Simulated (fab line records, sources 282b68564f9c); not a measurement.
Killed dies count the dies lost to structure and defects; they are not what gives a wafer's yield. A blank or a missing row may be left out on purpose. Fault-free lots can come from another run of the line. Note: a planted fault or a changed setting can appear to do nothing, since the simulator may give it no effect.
fab line records || flow ritCmos
[record] {"lots": 13, "wafers": 39, "lastDay": 7}
route steps=202 shown SPACER@130 M1@202
lots that met no fault: taken from a fault-free run of the same line
startH: start of the lot's first displayed wafer, in hours after the record's first day || waitH: how many hours have passed since the lot's step before this one || " unchanged from the row above || L1.1+2: a row that stands for several wafers || - either no value or no given start || * or withheld: withheld || < > ~ a bound
route shown NAME@n: a module of which the file shows steps, and the number in the route of the first || usual: the fault-free wafers' mean and standard deviation || same: alike in all rows || chamber/n: place in a boat || sites: per-site readings || _std_site: standard deviation of those values || _edge_site: mean of outer sites minus mean of inner sites || radiusMm: for every site, how far away it sits from the centre of the wafer || mask NAME#n: copy n || behind: the most recent tool/chamber to have shaped the wafer || hold: why the lot went on hold/how many hours it stayed there/how the hold came to an end || device: the transistor (n, p or np) that didn't switch || end of line: tests of these same wafers at the route's end || a step with no rows: only its recipe || killed: dies lost to structure and defects at the first sort, not the wafer's yield || map: a wafer's dies, marking killed ones x, the rest . and places with no die _
set.NAME: setting as actually run; set.NAME@STEP: the setting as run at that earlier step || model.NAME: the simulator's own value behind a step, which no gauge read
the route's steps for a sample of lots (tables are steps, rows are wafers)
services: from which hour (startH, from the record's first day; less than 0 if before it) a tool's chamber was out of use, for how many hours, and why
[[steps]]
[step RIT_SPACER_ETCHBACK_05]
[recipe] {"targetDepthA": 2500, "SF6_flow_sccm": 30, "CHF3_flow_sccm": 30, "target": "Si3N4", "chemistry": "SF6/CHF3", "pressureMtorr": 40, "rfW": 250, "timeS": 240, "stopOn": "SiO2"}
[usual] {"drypumpMotorCurrentA": "5.5/0.38", "oesProductAu": "0.842/0.013", "rfFwdPowerW": "249.2/0.85", "runLengthS": "268.4/0.53", "throttleValvePct": "10.25/0.13"}
{"lot.wafer": "L664.3", "tool": "rieDiel-01", "chamber": 0, "startH": 51.61, "waitH": 0.0, "drypumpMotorCurrentA": 5.7, "oesProductAu": 0.843, "rfFwdPowerW": 251.4, "rfHoursCounterH": 156, "runLengthS": 268.4, "throttleValvePct": 10.18}
{"lot.wafer": "L664.5", "tool": "rieDiel-01", "chamber": 2, "startH": 51.61, "waitH": 0.0, "drypumpMotorCurrentA": 5.7, "oesProductAu": 0.846, "rfFwdPowerW": 248.4, "rfHoursCounterH": "-", "runLengthS": 268.4, "throttleValvePct": 10.37}
{"lot.wafer": "L664.6", "tool": "rieDiel-01", "chamber": 1, "startH": 51.61, "waitH": 0.0, "drypumpMotorCurrentA": 4.8, "oesProductAu": 0.868, "rfFwdPowerW": 249.7, "rfHoursCounterH": "-", "runLengthS": 268.0, "throttleValvePct": 10.02}
{"lot.wafer": "L667.1", "tool": "rieDiel-03", "chamber": 1, "startH": 68.06, "waitH": 0.1, "drypumpMotorCurrentA": 5.9, "oesProductAu": 0.851, "rfFwdPowerW": 249.1, "rfHoursCounterH": 2, "runLengthS": 268.2, "throttleValvePct": 10.46}
{"lot.wafer": "L667.3", "tool": "rieDiel-03", "chamber": 3, "startH": 68.06, "waitH": 0.1, "drypumpMotorCurrentA": 5.9, "oesProductAu": 0.848, "rfFwdPowerW": 248.0, "rfHoursCounterH": 127, "runLengthS": 267.8, "throttleValvePct": 10.35}
{"lot.wafer": "L667.6", "tool": "rieDiel-03", "chamber": 2, "startH": 68.06, "waitH": 0.1, "drypumpMotorCurrentA": 5.4, "oesProductAu": 0.861, "rfFwdPowerW": 249.6, "rfHoursCounterH": "-", "runLengthS": 268.8, "throttleValvePct": 10.23}
{"lot.wafer": "L668.2", "tool": "rieDiel-01", "chamber": 0, "startH": 75.17, "waitH": 0.0, "drypumpMotorCurrentA": 5.7, "oesProductAu": 0.850, "rfFwdPowerW": 250.2, "rfHoursCounterH": 156, "runLengthS": 268.3, "throttleValvePct": 10.16}
{"lot.wafer": "L668.3", "tool": "rieDiel-01", "chamber": 1, "startH": 75.17, "waitH": 0.0, "drypumpMotorCurrentA": 4.8, "oesProductAu": 0.861, "rfFwdPowerW": 249.5, "rfHoursCounterH": 32, "runLengthS": 268.1, "throttleValvePct": 10.02}
{"lot.wafer": "L668.4", "tool": "rieDiel-01", "chamber": 2, "startH": 75.17, "waitH": 0.0, "drypumpMotorCurrentA": 5.7, "oesProductAu": 0.847, "rfFwdPowerW": 248.9, "rfHoursCounterH": 13, "runLengthS": 268.8, "throttleValvePct": 10.39}
{"lot.wafer": "L670.3", "tool": "rieDiel-03", "chamber": 3, "startH": 78.36, "waitH": 0.0, "drypumpMotorCurrentA": 5.9, "oesProductAu": 0.840, "rfFwdPowerW": 249.6, "rfHoursCounterH": 127, "runLengthS": 268.3, "throttleValvePct": 10.36}
{"lot.wafer": "L670.4", "tool": "rieDiel-03", "chamber": 1, "startH": 78.36, "waitH": 0.0, "drypumpMotorCurrentA": 5.9, "oesProductAu": 0.852, "rfFwdPowerW": 249.0, "rfHoursCounterH": 3, "runLengthS": 268.1, "throttleValvePct": 10.45}
{"lot.wafer": "L670.6", "tool": "rieDiel-03", "chamber": 0, "startH": 78.36, "waitH": 0.0, "drypumpMotorCurrentA": 6.0, "oesProductAu": 0.833, "rfFwdPowerW": 248.2, "rfHoursCounterH": "-", "runLengthS": 267.9, "throttleValvePct": 10.35}
{"lot.wafer": "L671.3", "tool": "rieDiel-04", "chamber": 2, "startH": 81.87, "waitH": 0.0, "drypumpMotorCurrentA": 5.7, "oesProductAu": 0.828, "rfFwdPowerW": 249.6, "rfHoursCounterH": 66, "runLengthS": 269.1, "throttleValvePct": 10.26}
{"lot.wafer": "L671.4", "tool": "rieDiel-04", "chamber": 3, "startH": 81.87, "waitH": 0.0, "drypumpMotorCurrentA": 5.3, "oesProductAu": 0.855, "rfFwdPowerW": 249.4, "rfHoursCounterH": 114, "runLengthS": 269.1, "throttleValvePct": 10.06}
{"lot.wafer": "L671.6", "tool": "rieDiel-04", "chamber": 3, "startH": 81.87, "waitH": 0.0, "drypumpMotorCurrentA": 5.3, "oesProductAu": 0.859, "rfFwdPowerW": 249.5, "rfHoursCounterH": "-", "runLengthS": 269.2, "throttleValvePct": 10.06}
{"lot.wafer": "L672.1", "tool": "rieDiel-01", "chamber": 0, "startH": 86.40, "waitH": 0.1, "drypumpMotorCurrentA": 5.7, "oesProductAu": 0.834, "rfFwdPowerW": 249.2, "rfHoursCounterH": 156, "runLengthS": 268.4, "throttleValvePct": 10.18}
{"lot.wafer": "L672.2", "tool": "rieDiel-01", "chamber": 3, "startH": 86.40, "waitH": 0.1, "drypumpMotorCurrentA": 5.2, "oesProductAu": 0.844, "rfFwdPowerW": 249.6, "rfHoursCounterH": 150, "runLengthS": 269.1, "throttleValvePct": 10.16}
{"lot.wafer": "L672.5", "tool": "rieDiel-01", "chamber": 1, "startH": 86.40, "waitH": 0.1, "drypumpMotorCurrentA": 4.8, "oesProductAu": 0.863, "rfFwdPowerW": 249.5, "rfHoursCounterH": "-", "runLengthS": 268.1, "throttleValvePct": 10.03}
{"lot.wafer": "L674.3", "tool": "rieDiel-01", "chamber": 1, "startH": 99.88, "waitH": 0.0, "drypumpMotorCurrentA": 4.8, "oesProductAu": 0.866, "rfFwdPowerW": 249.7, "rfHoursCounterH": 33, "runLengthS": 268.4, "throttleValvePct": 10.02}
{"lot.wafer": "L674.4", "tool": "rieDiel-01", "chamber": 0, "startH": 99.88, "waitH": 0.0, "drypumpMotorCurrentA": 5.7, "oesProductAu": 0.836, "rfFwdPowerW": 249.1, "rfHoursCounterH": 157, "runLengthS": 268.2, "throttleValvePct": 10.17}
{"lot.wafer": "L674.5", "tool": "rieDiel-01", "chamber": 3, "startH": 99.88, "waitH": 0.0, "drypumpMotorCurrentA": 5.3, "oesProductAu": 0.825, "rfFwdPowerW": 250.0, "rfHoursCounterH": "-", "runLengthS": 268.7, "throttleValvePct": 10.16}
{"lot.wafer": "L675.2", "tool": "rieDiel-03", "chamber": 1, "startH": 102.57, "waitH": 0.0, "drypumpMotorCurrentA": 5.9, "oesProductAu": 0.847, "rfFwdPowerW": 248.7, "rfHoursCounterH": 3, "runLengthS": 268.2, "throttleValvePct": 10.43}
{"lot.wafer": "L675.3", "tool": "rieDiel-03", "chamber": 0, "startH": 102.57, "waitH": 0.0, "drypumpMotorCurrentA": 5.9, "oesProductAu": 0.817, "rfFwdPowerW": 249.3, "rfHoursCounterH": 4, "runLengthS": 267.2, "throttleValvePct": 10.35}
{"lot.wafer": "L675.5", "tool": "rieDiel-03", "chamber": 1, "startH": 102.57, "waitH": 0.0, "drypumpMotorCurrentA": 5.9, "oesProductAu": 0.847, "rfFwdPowerW": 250.1, "rfHoursCounterH": "-", "runLengthS": 267.8, "throttleValvePct": 10.44}
{"lot.wafer": "L676.2", "tool": "rieDiel-04", "chamber": 1, "startH": 106.86, "waitH": 0.0, "drypumpMotorCurrentA": 5.6, "oesProductAu": 0.828, "rfFwdPowerW": 248.4, "rfHoursCounterH": 100, "runLengthS": 268.9, "throttleValvePct": 10.33}
{"lot.wafer": "L676.5", "tool": "rieDiel-04", "chamber": 3, "startH": 106.86, "waitH": 0.0, "drypumpMotorCurrentA": 5.3, "oesProductAu": 0.847, "rfFwdPowerW": 248.7, "rfHoursCounterH": "-", "runLengthS": 269.0, "throttleValvePct": 10.07}
{"lot.wafer": "L676.6", "tool": "rieDiel-04", "chamber": 0, "startH": 106.86, "waitH": 0.0, "drypumpMotorCurrentA": 4.8, "oesProductAu": 0.831, "rfFwdPowerW": 249.5, "rfHoursCounterH": "-", "runLengthS": 268.3, "throttleValvePct": 10.24}
{"lot.wafer": "L677.4", "tool": "rieDiel-01", "chamber": 3, "startH": 110.58, "waitH": 0.0, "drypumpMotorCurrentA": 5.3, "oesProductAu": 0.839, "rfFwdPowerW": 247.5, "rfHoursCounterH": 151, "runLengthS": 269.1, "throttleValvePct": 10.16}
{"lot.wafer": "L677.5", "tool": "rieDiel-01", "chamber": 0, "startH": 110.58, "waitH": 0.0, "drypumpMotorCurrentA": 5.7, "oesProductAu": 0.849, "rfFwdPowerW": 249.4, "rfHoursCounterH": "-", "runLengthS": 268.5, "throttleValvePct": 10.17}
{"lot.wafer": "L677.6", "tool": "rieDiel-01", "chamber": 3, "startH": 110.58, "waitH": 0.0, "drypumpMotorCurrentA": 5.3, "oesProductAu": 0.847, "rfFwdPowerW": 249.1, "rfHoursCounterH": "-", "runLengthS": 269.2, "throttleValvePct": 10.16}
{"lot.wafer": "L685.3", "tool": "rieDiel-01", "chamber": 1, "startH": 153.15, "waitH": 0.0, "drypumpMotorCurrentA": 4.8, "oesProductAu": 0.870, "rfFwdPowerW": 249.1, "rfHoursCounterH": 34, "runLengthS": 268.1, "throttleValvePct": 10.02}
{"lot.wafer": "L685.4", "tool": "rieDiel-01", "chamber": 2, "startH": 153.15, "waitH": 0.0, "drypumpMotorCurrentA": 5.6, "oesProductAu": 0.854, "rfFwdPowerW": 250.0, "rfHoursCounterH": "-", "runLengthS": 268.6, "throttleValvePct": 10.35}
{"lot.wafer": "L685.6", "tool": "rieDiel-01", "chamber": 0, "startH": 153.15, "waitH": 0.0, "drypumpMotorCurrentA": 5.7, "oesProductAu": 0.746, "rfFwdPowerW": 249.8, "rfHoursCounterH": "-", "runLengthS": 310.2, "throttleValvePct": 10.15}
{"lot.wafer": "L686.1", "tool": "rieDiel-03", "chamber": 1, "startH": 157.78, "waitH": 0.1, "drypumpMotorCurrentA": 5.9, "oesProductAu": 0.847, "rfFwdPowerW": 249.1, "rfHoursCounterH": 4, "runLengthS": 268.0, "throttleValvePct": 10.44}
{"lot.wafer": "L686.4", "tool": "rieDiel-03", "chamber": 3, "startH": 157.78, "waitH": 0.1, "drypumpMotorCurrentA": 6.0, "oesProductAu": 0.844, "rfFwdPowerW": 249.2, "rfHoursCounterH": 129, "runLengthS": 267.6, "throttleValvePct": 10.35}
{"lot.wafer": "L686.6", "tool": "rieDiel-03", "chamber": 0, "startH": 157.78, "waitH": 0.1, "drypumpMotorCurrentA": 5.9, "oesProductAu": 0.827, "rfFwdPowerW": 248.9, "rfHoursCounterH": "-", "runLengthS": 267.4, "throttleValvePct": 10.35}
{"lot.wafer": "L687.1", "tool": "rieDiel-03", "chamber": 3, "startH": 161.38, "waitH": 0.1, "drypumpMotorCurrentA": 6.0, "oesProductAu": 0.844, "rfFwdPowerW": 250.2, "rfHoursCounterH": 129, "runLengthS": 268.0, "throttleValvePct": 10.35}
{"lot.wafer": "L687.2", "tool": "rieDiel-03", "chamber": 0, "startH": 161.38, "waitH": 0.1, "drypumpMotorCurrentA": 6.0, "oesProductAu": 0.819, "rfFwdPowerW": 250.3, "rfHoursCounterH": 5, "runLengthS": 267.1, "throttleValvePct": 10.36}
{"lot.wafer": "L687.6", "tool": "rieDiel-03", "chamber": 0, "startH": 161.38, "waitH": 0.1, "drypumpMotorCurrentA": 5.9, "oesProductAu": 0.814, "rfFwdPowerW": 249.2, "rfHoursCounterH": "-", "runLengthS": 267.4, "throttleValvePct": 10.37}
[step RIT_M1_PROBE_99]
[usual] {"killed_at_M0_to_M3": "0.0/0.2", "killedAtContacts": "0.2/0.38", "killedAtFrontEnd": "6.7/3", "killedDies": "6.9/3", "killedOnRim": "1.8/1.4", "killedOpen": "3.5/1.9", "killedShort": "3.3/2"}
[same] {"grossDies": 264, "killed_at_M4_up": 0, "killedAtBackSide": 0, "killedAtOther": 0}
{"lot.wafer": "L664.3", "tool": "prober-02", "chamber": "-", "startH": 64.18, "waitH": 0.2, "killed_at_M0_to_M3": 0, "killedAtContacts": 0, "killedAtFrontEnd": 7, "killedDies": 7, "killedOnRim": 3, "killedOpen": 3, "killedShort": 4}
{"lot.wafer": "L664.5", "tool": "prober-02", "chamber": "-", "startH": 64.28, "waitH": 0.2, "killed_at_M0_to_M3": 0, "killedAtContacts": 0, "killedAtFrontEnd": 15, "killedDies": 15, "killedOnRim": 3, "killedOpen": 6, "killedShort": 9}
{"lot.wafer": "L664.6", "tool": "prober-02", "chamber": "-", "startH": 64.33, "waitH": 0.2, "killed_at_M0_to_M3": 0, "killedAtContacts": 0, "killedAtFrontEnd": 8, "killedDies": 8, "killedOnRim": 0, "killedOpen": 4, "killedShort": 4}
{"lot.wafer": "L670.3", "tool": "prober-01", "chamber": "-", "startH": 89.68, "waitH": 0.2, "killed_at_M0_to_M3": 0, "killedAtContacts": 0, "killedAtFrontEnd": 5, "killedDies": 5, "killedOnRim": 2, "killedOpen": 4, "killedShort": 1}
{"lot.wafer": "L670.4", "tool": "prober-01", "chamber": "-", "startH": 89.73, "waitH": 0.2, "killed_at_M0_to_M3": 0, "killedAtContacts": 0, "killedAtFrontEnd": 3, "killedDies": 3, "killedOnRim": 1, "killedOpen": 3, "killedShort": 0}
{"lot.wafer": "L670.6", "tool": "prober-01", "chamber": "-", "startH": 89.83, "waitH": 0.2, "killed_at_M0_to_M3": 0, "killedAtContacts": 0, "killedAtFrontEnd": 1, "killedDies": 1, "killedOnRim": 0, "killedOpen": 0, "killedShort": 1}
{"lot.wafer": "L672.1", "tool": "prober-01", "chamber": "-", "startH": 97.75, "waitH": 0.1, "killed_at_M0_to_M3": 0, "killedAtContacts": 0, "killedAtFrontEnd": 3, "killedDies": 3, "killedOnRim": 1, "killedOpen": 1, "killedShort": 2}
{"lot.wafer": "L672.2", "tool": "prober-01", "chamber": "-", "startH": 97.80, "waitH": 0.1, "killed_at_M0_to_M3": 0, "killedAtContacts": 1, "killedAtFrontEnd": 3, "killedDies": 4, "killedOnRim": 0, "killedOpen": 3, "killedShort": 0}
{"lot.wafer": "L672.5", "tool": "prober-01", "chamber": "-", "startH": 97.95, "waitH": 0.2, "killed_at_M0_to_M3": 0, "killedAtContacts": 1, "killedAtFrontEnd": 8, "killedDies": 9, "killedOnRim": 2, "killedOpen": 2, "killedShort": 6}
{"lot.wafer": "L676.2", "tool": "prober-01", "chamber": "-", "startH": 118.22, "waitH": 0.1, "killed_at_M0_to_M3": 0, "killedAtContacts": 0, "killedAtFrontEnd": 10, "killedDies": 10, "killedOnRim": 2, "killedOpen": 5, "killedShort": 5}
{"lot.wafer": "L676.5", "tool": "prober-01", "chamber": "-", "startH": 118.37, "waitH": 0.2, "killed_at_M0_to_M3": 0, "killedAtContacts": 0, "killedAtFrontEnd": 4, "killedDies": 4, "killedOnRim": 2, "killedOpen": 3, "killedShort": 1}
{"lot.wafer": "L676.6", "tool": "prober-01", "chamber": "-", "startH": 118.42, "waitH": 0.2, "killed_at_M0_to_M3": 0, "killedAtContacts": 0, "killedAtFrontEnd": 11, "killedDies": 11, "killedOnRim": 3, "killedOpen": 5, "killedShort": 6}
{"lot.wafer": "L677.4", "tool": "prober-02", "chamber": "-", "startH": 121.71, "waitH": 0.2, "killed_at_M0_to_M3": 0, "killedAtContacts": 1, "killedAtFrontEnd": 8, "killedDies": 9, "killedOnRim": 3, "killedOpen": 6, "killedShort": 3}
{"lot.wafer": "L677.5", "tool": "prober-02", "chamber": "-", "startH": 121.76, "waitH": 0.2, "killed_at_M0_to_M3": 0, "killedAtContacts": 0, "killedAtFrontEnd": 6, "killedDies": 6, "killedOnRim": 1, "killedOpen": 3, "killedShort": 3}
{"lot.wafer": "L677.6", "tool": "prober-02", "chamber": "-", "startH": 121.81, "waitH": 0.2, "killed_at_M0_to_M3": 0, "killedAtContacts": 1, "killedAtFrontEnd": 7, "killedDies": 8, "killedOnRim": 3, "killedOpen": 2, "killedShort": 6}
{"lot.wafer": "L687.1", "tool": "prober-02", "chamber": "-", "startH": 172.33, "waitH": 0.1, "killed_at_M0_to_M3": 0, "killedAtContacts": 0, "killedAtFrontEnd": 10, "killedDies": 10, "killedOnRim": 4, "killedOpen": 6, "killedShort": 4}
{"lot.wafer": "L687.2", "tool": "prober-02", "chamber": "-", "startH": 172.38, "waitH": 0.1, "killed_at_M0_to_M3": 0, "killedAtContacts": 0, "killedAtFrontEnd": 12, "killedDies": 12, "killedOnRim": 5, "killedOpen": 5, "killedShort": 7}
{"lot.wafer": "L687.6", "tool": "prober-02", "chamber": "-", "startH": 172.58, "waitH": 0.2, "killed_at_M0_to_M3": 0, "killedAtContacts": 0, "killedAtFrontEnd": 10, "killedDies": 10, "killedOnRim": 4, "killedOpen": 5, "killedShort": 5}
// killed by level:class
L664.3 SPACER:geometricParticle:short=3 REOX:geometricParticle:open=2 FOX1:geometricParticle:open=1 SILICIDE:geometricParticle:short=1
L664.5 SPACER:geometricParticle:short=4 GATE:geometricParticle:short=3 GATE:geometricParticle:open=3 SPACER:geometricParticle:open=3 SILICIDE:geometricParticle:short=2
L664.6 SPACER:geometricParticle:short=2 FOX1:geometricParticle:open=1 FOX2:geometricParticle:open=1 GATE:geometricParticle:short=1 GATE:geometricParticle:open=1 REOX:geometricParticle:short=1 SILICIDE:geometricParticle:open=1
L670.3 GATE:geometricParticle:open=3 GATE:geometricParticle:short=1 SPACER:geometricParticle:open=1
L670.4 SILICIDE:geometricParticle:open=2 SPACER:geometricParticle:open=1
L670.6 REOX:geometricParticle:short=1
L672.1 GATE:geometricParticle:short=2 GATE:geometricParticle:open=1
L672.2 REOX:geometricParticle:open=2 GATE:geometricParticle:open=1 CONTACT:coatMicrobubblePrinted=1
L672.5 GATE:geometricParticle:short=4 REOX:geometricParticle:open=1 REOX:geometricParticle:short=1 SPACER:geometricParticle:short=1 SILICIDE:geometricParticle:open=1 CONTACT:coatMicrobubblePrinted=1
L676.2 GATE:geometricParticle:short=5 FOX2:geometricParticle:open=2 GATE:geometricParticle:open=2 REOX:geometricParticle:open=1
L676.5 GATE:geometricParticle:open=2 REOX:geometricParticle:short=1 REOX:geometricParticle:open=1
L676.6 GATE:geometricParticle:short=4 SPACER:geometricParticle:open=4 GATE:geometricParticle:open=1 REOX:geometricParticle:short=1 SILICIDE:geometricParticle:short=1
L677.4 GATE:geometricParticle:open=2 FOX2:geometricParticle:open=1 FOX2:geometricParticle:short=1 REOX:geometricParticle:open=1 REOX:geometricParticle:short=1 SPACER:geometricParticle:open=1 SILICIDE:geometricParticle:open=1 CONTACT:geometricParticle:short=1
L677.5 FOX1:geometricParticle:short=2 SPACER:geometricParticle:open=2 GATE:geometricParticle:short=1 SILICIDE:geometricParticle:open=1
L677.6 GATE:geometricParticle:short=3 REOX:geometricParticle:short=2 FOX2:geometricParticle:short=1 GATE:geometricParticle:open=1 CONTACT:geometricParticle:open=1
L687.1 SPACER:geometricParticle:open=3 REOX:geometricParticle:short=2 FOX1:geometricParticle:short=1 GATE:geometricParticle:open=1 REOX:geometricParticle:open=1 SILICIDE:geometricParticle:open=1 SILICIDE:geometricParticle:short=1
L687.2 GATE:geometricParticle:short=5 REOX:geometricParticle:short=2 REOX:geometricParticle:open=2 FOX2:geometricParticle:open=1 GATE:geometricParticle:open=1 SPACER:geometricParticle:open=1
L687.6 GATE:geometricParticle:short=3 GATE:geometricParticle:open=3 FOX1:geometricParticle:short=1 REOX:geometricParticle:open=1 SPACER:geometricParticle:short=1 SPACER:geometricParticle:open=1
[[services]]
{"tool": "rieDiel-01", "chamber": 3, "startH": 30.93, "hours": 12.0, "kind": "repair"}
{"tool": "rieDiel-04", "chamber": "-", "startH": 51.45, "hours": 2.8, "kind": "pm"}
{"tool": "rieDiel-01", "chamber": 2, "startH": 79.53, "hours": 13.4, "kind": "repair"}
{"tool": "rieDiel-01", "chamber": "-", "startH": 97.25, "hours": 0.4, "kind": "repair"}
{"tool": "rieDiel-04", "chamber": 3, "startH": 101.56, "hours": 2.8, "kind": "repair"}
{"tool": "rieDiel-01", "chamber": 0, "startH": 117.90, "hours": "-", "kind": "clean"}
{"tool": "rieDiel-01", "chamber": 0, "startH": 117.90, "hours": 27.2, "kind": "scheduledDown"}
{"tool": "rieDiel-01", "chamber": 0, "startH": 117.90, "hours": 27.2, "kind": "ventCycle"}
{"tool": "rieDiel-01", "chamber": "-", "startH": 124.09, "hours": 14.6, "kind": "pm"}
{"tool": "rieDiel-03", "chamber": 2, "startH": 124.61, "hours": 3.4, "kind": "repair"}
{"tool": "rieDiel-03", "chamber": "-", "startH": 131.40, "hours": 2.8, "kind": "pm"}
{"tool": "rieDiel-03", "chamber": 2, "startH": 134.94, "hours": 1.3, "kind": "repair"}
{"tool": "rieDiel-01", "chamber": 3, "startH": 147.81, "hours": "-", "kind": "clean"}
[[key]]
[firstSign] {"step": "RIT_SPACER_ETCHBACK_05", "reading": "runLengthS", "direction": "up", "sigmas": 79, "usual": "*", "struck": "*"}
[effect] {"step": "RIT_SPACER_ETCHBACK_05", "reading": "oesProductAu", "direction": "down", "sigmas": 7.4, "usual": 0.842, "struck": 0.746}
metAt RIT_SPACER_ETCHBACK_05
struckLots L685
struckWafers L685.6
testerLeftOut L685
onsetBetween 110.58 153.15
[fault] {"kind": "processParameterDrift", "tool": "rieDiel-01", "chamber": 0, "onsetH": 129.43, "steps": "RIT_SPACER_ETCHBACK_05", "channel": "timeS", "offset": "*", "shape": "step", "endH": 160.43, "actsIn": "*", "stated": "*"}
// testerLeftOut: of these lots the tester's yield and bins aren't shown, on N5 and GAA mostly nor the transistor test; their killed dies are dies lost to structure and defects alone, not to doping, threshold or leakage, so they don't give the yield
